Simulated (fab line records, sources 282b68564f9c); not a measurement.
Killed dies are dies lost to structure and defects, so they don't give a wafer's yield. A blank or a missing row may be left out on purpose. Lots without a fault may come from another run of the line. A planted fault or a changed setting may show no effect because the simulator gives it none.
A struck lot beside a sound one | flow rit_cmos | 15 steps out of a route of 202
Sound: wafers L727.2, L727.5, L727.6. Struck: wafer L731.3. (L731.1, L731.5 of the same lot were not struck and are left out.) The cause comes at the end.
At each step with rows: each side's tool, then ch and its chambers, then its first start. Under that, the readings that differ: sound wafers | struck wafers | difference of the means | sigmas: that difference in standard deviations of wafers without a fault.
alike: readings whose means differ by less than 2 such deviations, and words and numbers that are the same on both sides. not compared: withheld readings, readings that some wafer has no value for, bounds like >300 that may hide the same value, and numbers for which the record gives no deviation and whose values overlap.
The two part at a step that has a row with sigmas, a row that says differs or no value, or rows on one side only. Numbers that don't overlap but have no deviation are shown without sigmas and don't part them. A reading that every wafer of one side lacks parts them only if that side has two wafers or more.

first, 2 steps without rows for these wafers: RIT_REOX_CLEAN_02 (cleans in SC2, time 583.4 s); RIT_REOX_OXIDATION_03 (target thk 25.2 nm, ox time 5580 s).
RIT_REOX_THK_MEAS_04:
  sound on film_metro-02, day 3 15:32; struck on film_metro-01, day 4 09:00
  alike: REOX_OXIDE_THK
then, 6 steps without rows for these wafers: RIT_NLDD_HMDS_00 (prime time 60 s); RIT_NLDD_COAT_01 (resist thk 1000 nm); RIT_NLDD_SOFTBAKE_02 (time 60 s); RIT_NLDD_EXPOSE_03 (exposes mask M7, target cd 40700 nm); RIT_NLDD_PEB_04; RIT_NLDD_DEVELOP_05 (develop time 50 s).
RIT_NLDD_OVL_MEAS_06:
  sound on overlay-02, day 3 16:30; struck on overlay-01, day 4 10:18
  alike: NLDD_OVL
then, 2 steps without rows for these wafers: RIT_NLDD_HARDBAKE_07 (time 60 s); RIT_NLDD_IMPLANT_08.
RIT_NLDD_STRIP_09: strips in O2, time 180 s.
  sound on plasma_asher-01 ch 0,1, day 3 16:50; struck on plasma_asher-01 ch 1, day 4 10:38
  reading                        | sound          | struck | difference | sigmas
  chamber_pressure_mTorr (mTorr) | 4000 3999 4001 | 1995   | -2005      | -99 or more
  alike: drypump_motor_current_A
  not compared: rf_hours_counter_h
RIT_NLDD_TW_MEAS_10:
  sound on film_metro-03, day 3 17:01; struck on film_metro-04, day 4 10:49
  alike: NLDD_TW
RIT_M1_PROBE_99:
  sound on prober-02, day 4 07:58; struck on prober-02, day 5 02:01
  alike: killed_at_front_end, killed_dies, killed_open, killed_short

WHERE THEY PART
Only at RIT_NLDD_STRIP_09, within this record. Later steps at which nothing parts them and some readings are alike: RIT_NLDD_TW_MEAS_10, RIT_M1_PROBE_99.

WHY: what the simulator had put in
Process parameter drift: plasma_asher-01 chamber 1, from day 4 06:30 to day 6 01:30, at RIT_NLDD_STRIP_09. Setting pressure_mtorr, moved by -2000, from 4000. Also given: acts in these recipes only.
